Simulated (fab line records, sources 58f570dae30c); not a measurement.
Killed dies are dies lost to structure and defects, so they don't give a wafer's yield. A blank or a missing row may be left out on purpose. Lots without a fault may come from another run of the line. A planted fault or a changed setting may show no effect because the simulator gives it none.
Problem report in the 8D (eight disciplines) form, filled by code | flow berkeley_cmos170 | the parts of the form that need people (team, actions taken, sign-off) are left out
Where a reading is given only as a bound, like >300, the bound stands for it, and a mean or a difference that rests on one is marked > or <: the true number lies beyond.

1. THE PROBLEM
M3_AL_THK at UCB170_M3_THK_MEAS_03 reads a mean of <0 nm on 6 wafers of 2 lots; wafers without a fault read 888 nm with a standard deviation of 12. That is <-74 standard deviations from the usual mean.
The step: measures by xrf.
First seen on wafer L705.2, day 11 11:55, on film_metro-03. The record holds 42 wafers of 14 lots with a number at this step. Rule for "out", or "out of limits": more than 4 standard deviations from the usual mean. The other wafers with a number count as sound.

2. WHAT IT IS AND WHAT IT IS NOT
question                    | is                           | is not
which readings at this step | M3_AL_THK                    | -
which lots                  | L705, L707                   | L698, L699, L700, L702, L706, L711, L715, L716, L718, L719, L720, L721
which wafers of those lots  | all that have a number       | -
read on which gauges        | film_metro-01, film_metro-03 | film_metro-04
when                        | from day 11 11:55            | up to then (15 sound wafers); but 21 sound wafers of L711, L715, L716, L718, L719, L720, L721 came after

3. SUSPECTS, AND WHAT RULES EACH OUT
Counting: a tool at a process step up to the reading stays a suspect if it ran every lot that is out and no sound lot after the first of them.
- the gauge at UCB170_M3_THK_MEAS_03: ruled out. The wafers that are out were read on 2 gauges (film_metro-01, film_metro-03).
- pvd_sputter-04 at UCB170_M3_SPUTTER_01 (material Al, target thk 900 nm, time 120 s): ruled out as a lasting fault. Sound lots L711, L715, L718, L721, L719 ran on it after its first lot that is out, L705 (day 11 11:42).
Left after counting: nothing in the record.

4. THE CAUSE (what the simulator had put in)
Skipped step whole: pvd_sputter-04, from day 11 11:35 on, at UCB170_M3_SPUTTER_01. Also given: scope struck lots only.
Counting ruled it out, wrongly: the rule takes a fault to strike every lot that its tool runs from its start on, and this one did not.

5. THE CHAIN OF EFFECTS, in route order
Each row: a reading whose mean over the struck wafers that have a number lies more than 3 standard deviations from the usual. Only readings for which the record gives a usual standard deviation are gone through. hours: the time from each lot's start at the first step in this table that gives one to its start at this step, as a median over the lots. sigmas: the change in usual standard deviations.
hours | step                  | reading              | usual  | on struck wafers | change | sigmas
0     | UCB170_M3_THK_MEAS_03 | M3_AL_THK            | 888 nm | <0               | <-888  | <-74
4     | UCB170_M3_PROBE_99    | defect_limited_yield | 98.7 % | 0.0              | -98.7  | -99 or more
4     | UCB170_M3_PROBE_99    | killed_at_M0_to_M3   | 0.8    | 263.5            | +262.7 | +99 or more
4     | UCB170_M3_PROBE_99    | killed_dies          | 3.3    | 264.0            | +260.7 | +99 or more
4     | UCB170_M3_PROBE_99    | killed_on_rim        | 1.0    | 70.0             | +69.0  | +58
4     | UCB170_M3_PROBE_99    | sort_bin_3_pad_short | 0.1 %  | 23.1             | +23.0  | +99 or more
4     | UCB170_M3_PROBE_99    | sort_bin_5_function  | 0.7 %  | 73.9             | +73.2  | +99 or more
4     | UCB170_M3_PROBE_99    | sort_bin_6_memory    | 0.5 %  | 3.0              | +2.5   | +5.8
4     | UCB170_M3_PROBE_99    | sort_n_pass          | 260.7  | 0.0              | -260.7 | -99 or more
4     | UCB170_M3_PROBE_99    | sort_yield_pct       | 98.7 % | 0.0              | -98.7  | -99 or more
The process steps in it:
- UCB170_M3_PROBE_99
Readings that are blank on the struck wafers while sound wafers have them: cathode_dc_power_W at UCB170_M3_SPUTTER_01; chamber_pressure_pa at UCB170_M3_SPUTTER_01; throttle_valve_pct at UCB170_M3_SPUTTER_01; M3_AL_RS at UCB170_M3_RS_MEAS_02.

6. WHAT WOULD HAVE CAUGHT IT SOONER
In this record the first reading out of limits at a measuring or inspecting step was taken at day 11 11:55, 0 hours after the fault began at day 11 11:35.
Between UCB170_M3_SPUTTER_01 and UCB170_M3_THK_MEAS_03, UCB170_M3_RS_MEAS_02 gave no M3_AL_RS on the struck wafers, where sound wafers have one: a measuring or inspecting step that comes back empty is itself a sign.
At UCB170_M3_SPUTTER_01 the tool's readings are blank on the struck wafers, where sound wafers have them: an empty tool record is the first sign, and it was there at once.
